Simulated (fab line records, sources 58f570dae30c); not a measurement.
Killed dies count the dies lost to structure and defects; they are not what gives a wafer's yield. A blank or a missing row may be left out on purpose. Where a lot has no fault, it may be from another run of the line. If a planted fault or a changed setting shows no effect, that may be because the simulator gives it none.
Lot-split experiment + flow berkeleyCmos170 + 23 wafers read across 5 lots, on a route 331 steps long

## ON THE SPLIT
At UCB170_NLDD_EXPOSE_03 (exposes mask NSELECT, target cd 1200 nm), the setting doseMj was moved away from the recipe's 30 on 7 of the 23 wafers read, by -5.2% to +5.0%. This setting was run at the recipe's value on the other wafers.

## FROM THE SPLIT TO THE READING: what the file shows between them, 2 steps
- UCB170_NLDD_PEB_04
- UCB170_NLDD_DEVELOP_05: develop time 45 s

## THE READING
cdNm (nm) at UCB170_NLDD_CD_MEAS_06, where the cd target is 1200 nm. Fault-free wafers of this fab line usually give 1199.6 nm, standard deviation 1.6 nm.

| wafer  | tool, chamber at the split | doseMj as run | against the recipe | cdNm, nm | against lot-mates on the recipe |
|--------|----------------------------|---------------|--------------------|----------|---------------------------------|
| L077.1 | krfScanner-01, 0           | 30            | recipe             | 1200.0   | -                               |
| L077.2 | krfScanner-01, 0           | 30            | recipe             | 1196.5   | -                               |
| L077.4 | krfScanner-01, 0           | 30            | recipe             | 1196.7   | -                               |
| L077.5 | krfScanner-01, 0           | 31.49         | +5.0%              | 1208.2   | +10.5                           |
| L077.6 | krfScanner-01, 0           | 31.49         | +5.0%              | 1207.6   | +9.9                            |
| L081.1 | krfScanner-02, 0           | 30            | recipe             | 1201.1   | -                               |
| L081.2 | krfScanner-02, 0           | 30            | recipe             | 1200.8   | -                               |
| L081.6 | krfScanner-02, 0           | 30            | recipe             | 1199.1   | -                               |
| L085.1 | krfScanner-02, 0           | 30            | recipe             | 1200.1   | -                               |
| L085.2 | krfScanner-02, 0           | 30            | recipe             | 1201.3   | -                               |
| L085.4 | krfScanner-02, 0           | 30            | recipe             | 1200.4   | -                               |
| L085.5 | krfScanner-02, 0           | 30            | recipe             | 1199.7   | -                               |
| L085.6 | krfScanner-02, 0           | 30            | recipe             | 1201.0   | -                               |
| L084.1 | krfScanner-02, 0           | 30            | recipe             | 1197.9   | -                               |
| L084.3 | krfScanner-02, 0           | 30.61         | +2.0%              | 1202.7   | +4.5                            |
| L084.4 | krfScanner-02, 0           | 30.61         | +2.0%              | 1202.7   | +4.5                            |
| L084.5 | krfScanner-02, 0           | 30.61         | +2.0%              | 1201.8   | +3.6                            |
| L084.6 | krfScanner-02, 0           | 30            | recipe             | 1198.4   | -                               |
| L082.1 | krfScanner-01, 0           | 28.43         | -5.2%              | 1190.4   | -10.4                           |
| L082.2 | krfScanner-01, 0           | 30            | recipe             | 1200.9   | -                               |
| L082.4 | krfScanner-01, 0           | 28.43         | -5.2%              | 1191.5   | -9.3                            |
| L082.5 | krfScanner-01, 0           | 30            | recipe             | 1200.3   | -                               |
| L082.6 | krfScanner-01, 0           | 30            | recipe             | 1201.3   | -                               |

THE FIT
A straight line over all 23 wafers: cdNm changes by +1.63 nm for each +1% of doseMj; r = +0.94; the points scatter about the line by 1.4 nm.
The same after taking each lot's own level away (the mean of its wafers on the recipe; 23 wafers): +1.97 nm for each +1%; r = +0.98; scatter 0.83 nm.
According to that fit, moving doseMj by its largest amount changes the reading by 10 nm.
The span of the lots' own levels, 1197.73 to 1200.83 nm, comes to 1.9 times the standard deviation stated above.
Hence the slope depends on the lot-to-lot level, as the two fits are not the same.
Check: -10.1 nm against its lot-mates is what the line predicts for one of the wafers moved furthest among these (-5.2%) when that wafer is left out of the fit. Against them it came out at -10.4 nm.

## OTHER SPLITS ON THESE WAFERS
These wafers also went through other splits before the reading. Each is held against what the fit with the lots' levels taken away leaves over:
| other split on the same wafers    | wafers away from the commonest value | r with cdNm (lot level and that fit taken away) |
|-----------------------------------|--------------------------------------|-------------------------------------------------|
| UCB170_START_OXIDATION_02 oxTimeS | 10                                   | -0.07                                           |
| UCB170_NWELL_IMPLANT_14 energyKev | 5                                    | -0.27                                           |
| UCB170_PWELL_CVD_05 timeS         | 18                                   | +0.05                                           |
| UCB170_PVT_COAT_01 resistThkNm    | 7                                    | +0.03                                           |
| UCB170_PLDD_COAT_01 resistThkNm   | 6                                    | -0.25                                           |
| UCB170_PLDD_IMPLANT_08 doseCm2    | 8                                    | -0.04                                           |

## THE FILE'S OWN FIT
cdNm changes by +1.97 nm for each +1% of doseMj, r = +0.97.
